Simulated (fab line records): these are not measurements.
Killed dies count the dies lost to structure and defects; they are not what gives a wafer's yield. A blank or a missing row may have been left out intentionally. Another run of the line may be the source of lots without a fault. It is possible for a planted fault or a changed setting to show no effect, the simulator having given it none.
Comparing a struck lot with a sound one || flow rit_cmos || 14 out of 202 route steps
Sound: these wafers, L936.2, L936.4, L936.5. Struck: wafers L927.3, L927.4, L927.5. Last of all comes the cause.
Order at every step that has rows: each side's tool, ch and its chambers, its first start. Under that, the readings that differ: sound wafers || struck wafers || difference of the means || sigmas: that difference in standard deviations of wafers without a fault.
alike: words and numbers the same on both sides, and readings whose means are apart by under 2 such deviations; not compared: readings that were withheld, readings missing a value for some wafer, numbers with overlapping values and no deviation given by the record, and bounds like >300 which may hide the same value.
A row with sigmas, a row that says differs or no value, or rows on one side alone: a step with any of these is where the two part. Non-overlapping numbers with no deviation appear without sigmas and do not part them. Lack of a reading on every wafer of one side parts them only where that side has two or more wafers.

first, 2 steps without rows for these wafers: RIT_SDANNEAL_CLEAN_01 (cleans in dHF, time 30 s); RIT_SDANNEAL_CLEAN_02 (cleans in SC2, time 600 s).
RIT_SDANNEAL_RTA_03: time 5 s.
  sound on rtp_anneal-02 ch 0, day 7 07:14; struck on rtp_anneal-01 ch 0, day 5 14:37
  alike: ramp_up_c_per_s, wafer_temp_C_max
RIT_SDANNEAL_RS_MEAS_04: a four-point-probe measurement.
  struck on film_metro-04, day 5 14:42; sound on film_metro-04, day 7 07:19
  alike: PSD_RS
RIT_SDANNEAL_RS_MEAS_05: a four-point-probe measurement.
  struck on film_metro-04, day 5 14:49; sound on film_metro-04, day 7 07:26
  alike: NSD_RS
RIT_SDANNEAL_RS_MEAS_06: a four-point-probe measurement.
  struck on film_metro-04, day 5 14:56; sound on film_metro-04, day 7 07:33
  alike: PLDD_RS
RIT_SDANNEAL_RS_MEAS_07: a four-point-probe measurement.
  struck on film_metro-04, day 5 15:04; sound on film_metro-04, day 7 07:40
  alike: NLDD_RS
then, 1 step without rows for these wafers: RIT_SILICIDE_WET_ETCH_00 (etches SiO2 in BOE, target depth 14 nm, time 15 s).
RIT_SILICIDE_SPUTTER_01: material Ti, target thk 30 nm, time 240 s.
  struck on pvd_sputter-01, day 5 15:09; sound on pvd_sputter-01, day 7 07:47
  alike: substrate_temp_c, throttle_valve_pct
RIT_SILICIDE_RS_MEAS_02: a four-point-probe measurement.
  struck on film_metro-03, day 5 15:20; sound on film_metro-02, day 7 07:57
  alike: SILICIDE_TI_RS
RIT_SILICIDE_THK_MEAS_03: measures by xrf.
  struck on film_metro-03, day 5 15:26; sound on film_metro-02, day 7 08:04
  alike: SILICIDE_TI_THK
RIT_SILICIDE_RTA_04: time 10 s, ramp up 5 s, ramp down 5 s.
  sound on rtp_anneal-01 ch 0, day 7 08:08; struck on rtp_anneal-02 ch 0, day 5 15:30
  alike: wafer_temp_C_max
RIT_SILICIDE_WET_ETCH_05: etches Ti in SPM, time 120 s.
  sound on wet_bench-02 ch 1, day 7 08:14; struck on wet_bench-02 ch 3, day 5 15:33
  no value came back on the struck wafers for bath_guard_temp_C (C), bath_heat_duty_pct (%), time_s (s); on the sound wafers bath_guard_temp_C (C) reads 89.8 90.2 90.0
RIT_SILICIDE_RTA_06: time 10 s, ramp up 5 s, ramp down 10 s.
  sound on rtp_anneal-02 ch 0, day 7 08:18; struck on rtp_anneal-01 ch 0, day 5 15:37
  alike: wafer_temp_C_max

## WHERE THEY PART
Only at RIT_SILICIDE_WET_ETCH_05, as far as this record shows. Later steps at which nothing parts them and some readings are alike: RIT_SILICIDE_RTA_06.

WHY: what had been put in by the simulator
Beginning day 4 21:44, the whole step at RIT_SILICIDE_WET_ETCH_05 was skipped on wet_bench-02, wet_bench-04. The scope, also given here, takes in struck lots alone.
